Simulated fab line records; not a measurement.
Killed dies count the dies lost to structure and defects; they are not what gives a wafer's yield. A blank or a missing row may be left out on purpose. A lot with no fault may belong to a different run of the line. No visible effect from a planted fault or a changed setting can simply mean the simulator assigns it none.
Which tool did it? + flow berkeley_cmos170 + 42 wafers from 14 lots sampled at 6 of the route's 331 steps

WHAT EACH GAUGE READ, for each wafer
UCB170_PFIELD_OVL_MEAS_06. Usual: PFIELD_OVL -1 nm, standard deviation 5.9.
| lot  | measured    | on         | PFIELD_OVL (nm) | flag |
|------|-------------|------------|-----------------|------|
| L557 | day 4 05:21 | overlay-02 | -7 -12 -7       |      |
| L558 | day 4 09:31 | overlay-01 | -8 -14 -19      |      |
| L559 | day 4 16:56 | overlay-01 | -4 -2 4         |      |
| L560 | day 5 00:28 | overlay-02 | 0 1 -6          |      |
| L562 | day 5 05:08 | overlay-02 | 2 -5 2          |      |
| L564 | day 5 19:58 | overlay-02 | -3 -1 -4        |      |
| L563 | day 5 20:06 | overlay-01 | -4 -7 0         |      |
| L565 | day 6 04:41 | overlay-02 | -3 0 -10        |      |
| L568 | day 6 19:35 | overlay-02 | 3 -8 4          |      |
| L572 | day 7 22:11 | overlay-02 | -2 7 -2         |      |
| L575 | day 8 03:38 | overlay-02 | 8 1 1           |      |
| L577 | day 8 17:38 | overlay-01 | 1 8 5           |      |
| L579 | day 8 22:54 | overlay-02 | 5 11 0          |      |
| L580 | day 8 23:10 | overlay-02 | -3 -2 3         |      |

UCB170_FIELD_THK_MEAS_02. Usual: FIELD_OXIDE_THK 558 nm, standard deviation 8.3.
| lot  | measured    | on            | FIELD_OXIDE_THK (nm) | flag |
|------|-------------|---------------|----------------------|------|
| L557 | day 4 12:26 | film_metro-03 | 571 576 571          |      |
| L558 | day 4 16:56 | film_metro-03 | 549 551 557          |      |
| L559 | day 5 00:07 | film_metro-03 | 552 551 549          |      |
| L560 | day 5 07:34 | film_metro-03 | 559 547 567          |      |
| L562 | day 5 13:28 | film_metro-03 | 552 544 551          |      |
| L564 | day 6 01:34 | film_metro-02 | 556 562 563          |      |
| L563 | day 6 01:35 | film_metro-03 | 549 558 547          |      |
| L565 | day 6 11:34 | film_metro-03 | 549 549 561          |      |
| L568 | day 6 23:06 | film_metro-02 | 574 564 558          |      |
| L572 | day 8 03:56 | film_metro-02 | 565 565 556          |      |
| L575 | day 8 09:43 | film_metro-03 | 559 551 554          |      |
| L577 | day 8 22:09 | film_metro-03 | 560 558 564          |      |
| L579 | day 9 02:54 | film_metro-04 | 545 558 556          |      |
| L580 | day 9 02:57 | film_metro-02 | 535 544 539          |      |

UCB170_SPACER_THK_MEAS_01. Usual: SPACER_TEOS_THK 375 nm, standard deviation 4.4.
| lot  | measured     | on            | SPACER_TEOS_THK (nm) | flag |
|------|--------------|---------------|----------------------|------|
| L557 | day 6 17:07  | film_metro-01 | 377 383 380          |      |
| L558 | day 6 17:07  | film_metro-02 | 369 375 373          |      |
| L559 | day 6 22:42  | film_metro-03 | 367 376 371          |      |
| L560 | day 7 06:55  | film_metro-01 | 367 379 369          |      |
| L562 | day 7 06:37  | film_metro-02 | 373 369 376          |      |
| L564 | day 7 17:20  | film_metro-01 | 368 368 372          |      |
| L563 | day 7 18:02  | film_metro-03 | 382 374 380          |      |
| L565 | day 7 22:22  | film_metro-01 | 374 377 384          |      |
| L568 | day 8 12:50  | film_metro-02 | 373 375 380          |      |
| L572 | day 9 14:13  | film_metro-03 | 228 228 234          | OFF  |
| L575 | day 10 00:21 | film_metro-03 | 236 234 239          | OFF  |
| L577 | day 10 15:49 | film_metro-02 | 369 372 383          |      |
| L579 | day 10 23:36 | film_metro-01 | 374 378 375          |      |
| L580 | day 11 00:50 | film_metro-03 | 371 377 378          |      |

UCB170_NSD_OVL_MEAS_07. Usual: NSD_OVL -2 nm, standard deviation 5.9.
| lot  | measured     | on         | NSD_OVL (nm) | flag |
|------|--------------|------------|--------------|------|
| L557 | day 6 23:55  | overlay-01 | -12 -12 -8   |      |
| L558 | day 6 23:43  | overlay-02 | 9 6 8        |      |
| L559 | day 7 05:31  | overlay-02 | -2 -1 -7     |      |
| L560 | day 7 14:05  | overlay-02 | -4 1 4       |      |
| L562 | day 7 13:50  | overlay-01 | 0 0 8        |      |
| L564 | day 8 03:08  | overlay-02 | 0 1 -1       |      |
| L563 | day 8 03:10  | overlay-01 | 2 -9 -4      |      |
| L565 | day 8 05:00  | overlay-02 | -8 -10 -11   |      |
| L568 | day 8 18:30  | overlay-02 | -1 -10 -8    |      |
| L572 | day 9 22:26  | overlay-02 | 6 -2 -2      |      |
| L575 | day 10 10:44 | overlay-02 | -5 -6 -2     |      |
| L577 | day 11 02:33 | overlay-01 | 3 -6 -4      |      |
| L579 | day 11 11:31 | overlay-01 | -9 -12 -8    |      |
| L580 | day 11 11:23 | overlay-02 | 13 0 3       |      |

EACH LOT AND THE TOOL THAT RAN IT (in order: tool; ch and the chambers of the sampled wafers; start)
| lot  | UCB170_SPACER_CVD_00           | UCB170_SPACER_ETCHBACK_03          |
|------|--------------------------------|------------------------------------|
| L557 | pecvd-01 ch 1,2, day 6 17:04   | rie_diel-03 ch 0,1,3, day 6 19:16  |
| L558 | pecvd-02 ch 0,1, day 6 17:04   | rie_diel-02 ch 1,2, day 6 19:16    |
| L559 | pecvd-01 ch 0,2, day 6 22:40   | rie_diel-04 ch 1,2,3, day 7 02:37  |
| L560 | pecvd-02 ch 0,1, day 7 06:51   | rie_diel-03 ch 0,1,3, day 7 10:59  |
| L562 | pecvd-04 ch 1,2, day 7 06:34   | rie_diel-02 ch 0,1, day 7 10:59    |
| L564 | pecvd-02 ch 0,1, day 7 17:17   | rie_diel-04 ch 0,1,3, day 7 20:41  |
| L563 | pecvd-01 ch 0,2, day 7 17:59   | rie_diel-03 ch 1,2, day 7 20:41    |
| L565 | pecvd-01 ch 0,2, day 7 22:19   | rie_diel-04 ch 0,3, day 8 00:53    |
| L568 | pecvd-02 ch 0,1,2, day 8 12:46 | rie_diel-03 ch 0,2, day 8 15:07    |
| L572 | pecvd-02 ch 0,2, day 9 14:10   | rie_diel-02 ch 0,2, day 9 19:46    |
| L575 | pecvd-02 ch 1,2, day 10 00:17  | rie_diel-03 ch 0,1,2, day 10 06:43 |
| L577 | pecvd-04 ch 1,2, day 10 15:47  | rie_diel-04 ch 0,1,2, day 10 23:04 |
| L579 | pecvd-04 ch 0,1, day 10 23:33  | rie_diel-03 ch 0,3, day 11 03:59   |
| L580 | pecvd-04 ch 1,2, day 11 00:48  | rie_diel-03 ch 1,2,3, day 11 04:03 |
- UCB170_SPACER_CVD_00: deposits SiO2 from TEOS/O2, target thk 376 nm, time 47 s.
- UCB170_SPACER_ETCHBACK_03: etches SiO2 in CHF3/CF4/Ar, stops on Si, target depth 376 nm, time 100 s.

WHAT THE TOOLS THEMSELVES READ (means of the sampled wafers that have a number; where no wafer has one, the mark that the record gives instead)
UCB170_SPACER_CVD_00. Usual: 250 W for heater_power_w, sd 52.
| lot  | tool     | heater_power_w (W) | flag |
|------|----------|--------------------|------|
| L557 | pecvd-01 | 314                |      |
| L558 | pecvd-02 | 240                |      |
| L559 | pecvd-01 | 254                |      |
| L560 | pecvd-02 | 237                |      |
| L562 | pecvd-04 | 225                |      |
| L564 | pecvd-02 | 242                |      |
| L563 | pecvd-01 | 276                |      |
| L565 | pecvd-01 | 245                |      |
| L568 | pecvd-02 | 241                |      |
| L572 | pecvd-02 | 198                |      |
| L575 | pecvd-02 | 234                |      |
| L577 | pecvd-04 | 220                |      |
| L579 | pecvd-04 | 207                |      |
| L580 | pecvd-04 | 238                |      |

UCB170_SPACER_ETCHBACK_03. Usual: drypump_motor_current_A 5.7 A, standard deviation 0.41; oes_product_au 0.899 a.u., standard deviation 0.019; throttle_valve_pct 6.46 %, standard deviation 0.16.
| lot  | tool        | drypump_motor_current_A (A) | oes_product_au (a.u.) | throttle_valve_pct (%) | flag |
|------|-------------|-----------------------------|-----------------------|------------------------|------|
| L557 | rie_diel-03 | 5.6                         | 0.909                 | 6.41                   |      |
| L558 | rie_diel-02 | 6.1                         | 0.894                 | 6.54                   |      |
| L559 | rie_diel-04 | 6.0                         | 0.887                 | 6.38                   |      |
| L560 | rie_diel-03 | 5.6                         | 0.896                 | 6.40                   |      |
| L562 | rie_diel-02 | 5.4                         | 0.905                 | 6.57                   |      |
| L564 | rie_diel-04 | 5.9                         | 0.878                 | 6.27                   |      |
| L563 | rie_diel-03 | 5.5                         | 0.912                 | 6.57                   |      |
| L565 | rie_diel-04 | 5.6                         | 0.888                 | 6.28                   |      |
| L568 | rie_diel-03 | 5.1                         | 0.905                 | 6.51                   |      |
| L572 | rie_diel-02 | 5.8                         | 0.657                 | 6.59                   | OFF  |
| L575 | rie_diel-03 | 5.3                         | 0.670                 | 6.47                   | OFF  |
| L577 | rie_diel-04 | 5.7                         | 0.891                 | 6.39                   |      |
| L579 | rie_diel-03 | 5.4                         | 0.904                 | 6.33                   |      |
| L580 | rie_diel-03 | 5.5                         | 0.903                 | 6.51                   |      |

THE ANSWER, worked out from the rows above alone
Rule: lot off if the mean of its wafers having a number is beyond 3 standard deviations from the usual mean. A lot without any number at a reading at which 4 lots or more have one is off too. All remaining lots with rows at the step are treated as sound. First the gauges in route order, then the tools' own readings, where a lot's mean is used as printed above. The first step at which some lot is off is used, and at that step the reading that is off furthest; a lot without a number counts as furthest.
Off: L572, L575, seen at UCB170_SPACER_THK_MEAS_01 (SPACER_TEOS_THK).
If a tool, at a process step before that reading, ran all the lots that are off and no sound lot after the first of them, it fits. Not tried: the gauges at UCB170_SPACER_THK_MEAS_01; whatever is off there is also off at UCB170_SPACER_ETCHBACK_03, on other tools, and gauge error can't account for it. One fits: pecvd-02 at UCB170_SPACER_CVD_00. A fault onset in the window from L568 (day 8 12:46, its last sound lot) to L572 (day 9 14:10, its first lot off) fits.

WHAT WAS PUT IN BY THE SIMULATOR
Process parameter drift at UCB170_SPACER_CVD_00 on pecvd-02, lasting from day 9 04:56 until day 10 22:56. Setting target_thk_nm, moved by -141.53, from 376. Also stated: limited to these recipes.
Struck lots among those shown: L572, L575. Same finding as the rule above.
